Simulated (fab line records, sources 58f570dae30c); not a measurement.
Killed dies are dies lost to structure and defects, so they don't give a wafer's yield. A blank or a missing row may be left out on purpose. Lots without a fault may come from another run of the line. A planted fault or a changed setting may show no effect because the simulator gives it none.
A struck lot beside a sound one | flow berkeley_cmos170 | 14 steps out of a route of 331
Sound: wafers L102.1, L102.2, L102.3. Struck: wafers L109.2, L109.4, L109.5. The cause comes at the end.
At each step with rows: each side's tool, then ch and its chambers, then its first start. Under that, the readings that differ: sound wafers | struck wafers | difference of the means | sigmas: that difference in standard deviations of wafers without a fault.
alike: readings whose means differ by less than 2 such deviations, and words and numbers that are the same on both sides. not compared: withheld readings, readings that some wafer has no value for, bounds like >300 that may hide the same value, and numbers for which the record gives no deviation and whose values overlap.
The two part at a step that has a row with sigmas, a row that says differs or no value, or rows on one side only. Numbers that don't overlap but have no deviation are shown without sigmas and don't part them. A reading that every wafer of one side lacks parts them only if that side has two wafers or more.

UCB170_ACTIVE_OVL_MEAS_14:
  sound on overlay-02, day 6 15:12; struck on overlay-02, day 8 10:35
  alike: ACTIVE_OVL
UCB170_ACTIVE_ETCH_15: etches Si3N4 in CH3F/Ar/O2, stops on SiO2, target depth 242 nm, time 151 s.
  sound on rie_diel-02 ch 1,2,3, day 6 15:14; struck on rie_diel-02 ch 0,1,2, day 8 10:37
  alike: drypump_motor_current_A, oes_product_au, throttle_valve_pct
  not compared: rf_hours_counter_h
UCB170_ACTIVE_STRIP_16: strips in O2.
  sound on plasma_asher-01 ch 0,1, day 6 15:20; struck on plasma_asher-02 ch 0,1, day 8 10:43
  alike: drypump_motor_current_A, o2_flow_sccm, oes_product_au, strip_time_to_endpoint_s
  not compared: rf_hours_counter_h
UCB170_ACTIVE_CD_MEAS_90: target cd 1200 nm.
  sound on cd_sem-01, day 6 15:26; struck on cd_sem-01, day 8 10:50
  alike: cd_nm
then, 7 steps without rows for these wafers: UCB170_ACTIVE_CLEAN_17 (cleans in SPM, time 600 s); UCB170_PFIELD_HMDS_00 (prime time 60 s); UCB170_PFIELD_COAT_01 (resist thk 900 nm); UCB170_PFIELD_SOFTBAKE_02 (time 60 s); UCB170_PFIELD_EXPOSE_03 (exposes mask PFIELD, target cd 1500 nm); UCB170_PFIELD_PEB_04; UCB170_PFIELD_DEVELOP_05 (develop time 45 s).
UCB170_PFIELD_OVL_MEAS_06:
  sound on overlay-02, day 6 18:17; struck on overlay-02, day 8 12:24
  alike: PFIELD_OVL
UCB170_PFIELD_IMPLANT_07:
  sound on implanter-02 ch 0, day 6 18:19; struck on implanter-04 ch 0, day 8 12:28
  reading                   | sound                | struck               | difference | sigmas
  beam_energy_keV           | 79.975 79.979 79.960 | 76.918 76.860 76.947 | -3.063     | -99 or more
  model.implant.drp_nm (nm) | 74.86 74.86 74.86    | 73.43 73.43 73.43    | -1.43      |
UCB170_PFIELD_STRIP_08: strips in O2.
  sound on plasma_asher-02 ch 0,1, day 6 18:28; struck on plasma_asher-04 ch 1, day 8 12:35
  reading                     | sound       | struck      | difference | sigmas
  drypump_motor_current_A (A) | 6.4 6.2 6.1 | 5.5 5.5 5.5 | -0.7       | -2
  alike: o2_flow_sccm, oes_product_au, strip_time_to_endpoint_s
  not compared: rf_hours_counter_h

WHERE THEY PART
First at UCB170_PFIELD_IMPLANT_07; last, within this record, at UCB170_PFIELD_STRIP_08.

WHY: what the simulator had put in
Process parameter drift: implanter-04, from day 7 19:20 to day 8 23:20, at UCB170_PFIELD_IMPLANT_07. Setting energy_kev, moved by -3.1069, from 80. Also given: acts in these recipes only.
